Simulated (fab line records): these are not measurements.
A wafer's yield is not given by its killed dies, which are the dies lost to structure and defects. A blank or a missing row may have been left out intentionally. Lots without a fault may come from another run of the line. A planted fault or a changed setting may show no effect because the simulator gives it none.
2 desks, one fault	flow berkeley_cmos170	what lay behind the numbers comes last; until then each desk has only its own

== THE TOOL OWNER'S DESK: krf_scanner-01 ==
The tool's own readings at UCB170_PSD_EXPOSE_03 (exposes mask PSELECT MOD, target cd 1200 nm): means of the sampled wafers that have a number, for each lot that ran on this tool. If a lot's mean is further than 4 standard deviations from the usual mean, the lot is out of limits and carries the mark OUT (the distance appears in the brackets).
Columns: A = exposure_dose_mJ_cm2 at UCB170_PSD_EXPOSE_03, usual 31.07; B = focus_offset_nm at UCB170_PSD_EXPOSE_03, usual 0.0 nm
lot	first seen here	A	B
L345	day 6 20:22	31.07	-0.5
L347	day 7 14:30	31.11	0.5
L351	day 7 19:31	31.07	0.4
L350	day 7 20:08	31.12	0.1
L353	day 8 16:21	31.11	-0.6
L352	day 8 16:40	31.05	-0.1
L354	day 8 16:47	31.12	-0.4
L357	day 9 09:26	31.05	-0.2
L366	day 10 22:08	31.07	0.2
L367	day 10 22:14	31.10	-0.4
This desk found nothing out of limits on any of the 10 lots.

== FROM THE METROLOGY DESK ==
What the gauges read, lot by lot, whatever tool the lot ran on: means of the sampled wafers that have a number. If a lot's mean is further than 4 standard deviations from the usual mean, the lot is out of limits and carries the mark OUT (the distance appears in the brackets).
Columns: A = INCOMING_BOW at UCB170_START_BOW_MEAS_00, usual 0 um
lot	first seen here	A
L344	day 1 10:02	3
L345	day 1 15:00	-4
L346	day 1 20:00	2
L347	day 2 01:01	-1
L350	day 2 16:01	-5
L351	day 2 21:02	0
L352	day 3 02:00	2
L353	day 3 07:01	2
L354	day 3 12:00	0
L357	day 4 03:00	-7
L363	day 5 09:01	4
L364	day 5 14:02	-4
L366	day 6 00:00	1
L367	day 6 05:00	-4
This desk found nothing out of limits on any of the 14 lots.

== ALL TOGETHER ==
The desk of the tool owner found nothing out of limits.
Metrology desk: nothing out of limits seen.

== WHAT THE SIMULATOR PUT IN ==
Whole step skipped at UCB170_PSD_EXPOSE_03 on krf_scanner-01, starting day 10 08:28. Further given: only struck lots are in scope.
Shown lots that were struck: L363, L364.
